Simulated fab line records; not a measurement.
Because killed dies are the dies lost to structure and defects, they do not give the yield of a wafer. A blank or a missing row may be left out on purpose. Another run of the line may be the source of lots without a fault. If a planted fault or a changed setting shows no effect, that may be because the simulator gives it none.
8D (eight disciplines) problem report, filled in by code -- flow berkeley_cmos170 -- the parts of the form that need people (team, actions taken, sign-off) are left out

1. WHAT WENT WRONG
spike_tc_centre_C at UCB170_WELLDRIVE_OXIDATION_01 reads a mean of 1131.8 C on 6 wafers of 2 lots; wafers without a fault read 1102.8 C with a standard deviation of 1.2. Measured from the usual mean, that is +24 standard deviations.
The step: target thk 199 nm, ox time 9000 s.
First seen on wafer L332.1, day 6 08:41, on furnace-01. Wafers with a number at this step in the record: 42, from 14 lots. Rule for "out" (also "out of limits"): further than 4 standard deviations from the usual mean. The rest of the wafers with a number are treated as sound.

2. WHAT THIS IS AND IS NOT
question,is,is not
which readings at this step,"spike_tc_centre_C, zone_power_centre_pct",-
which lots,"L332, L336","L321, L323, L325, L326, L327, L328, L329, L331, L333, L335, L340, L341"
which wafers of those lots,all that have a number,-
read on which tools,furnace-01,"furnace-02, furnace-04"
when,from day 6 08:41,"up to then (24 sound wafers); but 12 sound wafers of L333, L335, L340, L341 came after"

3. WHAT RULES OUT EACH SUSPECT
Counting: any tool at a process step up to the reading is kept as a suspect provided that every lot that is out went through it and no sound lot did after the first of them.
- furnace-01 at UCB170_WELLDRIVE_OXIDATION_01 (target thk 199 nm, ox time 9000 s): kept. It processed each lot that is out, first L332 at day 6 08:41, and no sound lot thereafter; up to then, the last sound lot it processed was L329 at day 5 17:55. Its own readings are out on those wafers: spike_tc_centre_C, zone_power_centre_pct.
Left after counting: furnace-01 at UCB170_WELLDRIVE_OXIDATION_01.

4. THE CAUSE (what the simulator had put in)
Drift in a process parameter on furnace-01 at UCB170_WELLDRIVE_OXIDATION_01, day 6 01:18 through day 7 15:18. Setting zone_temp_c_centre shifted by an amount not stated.
This tool alone remained once counting was done.

5. THE EFFECT CHAIN, in route order
Each row: a reading where the mean over the struck wafers with a number is more than 3 standard deviations away from the usual. Only readings for which the record gives a usual standard deviation are gone through. hours: the time from each lot's start at the first step in this table that gives one to its start at this step, as a median over the lots. sigmas: the change in usual standard deviations.
hours,step,reading,usual,on struck wafers,change,sigmas
0,UCB170_WELLDRIVE_OXIDATION_01,spike_tc_centre_C,1102.8 C,1131.8,+29.0,+24
0,UCB170_WELLDRIVE_OXIDATION_01,zone_power_centre_pct,53.3 %,65.2,+11.9,+5.9
Its process steps:
- UCB170_WELLDRIVE_OXIDATION_01: target thk 199 nm, ox time 9000 s.
At these later measuring or inspecting steps, every struck wafer for which the step has a row has a number for every such reading, and none has moved that far: UCB170_V2_CD_MEAS_90.

6. WHAT WOULD HAVE CAUGHT IT SOONER
The fault began at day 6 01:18; the first out-of-limits reading in this record came at day 6 08:41, 7 hours later.
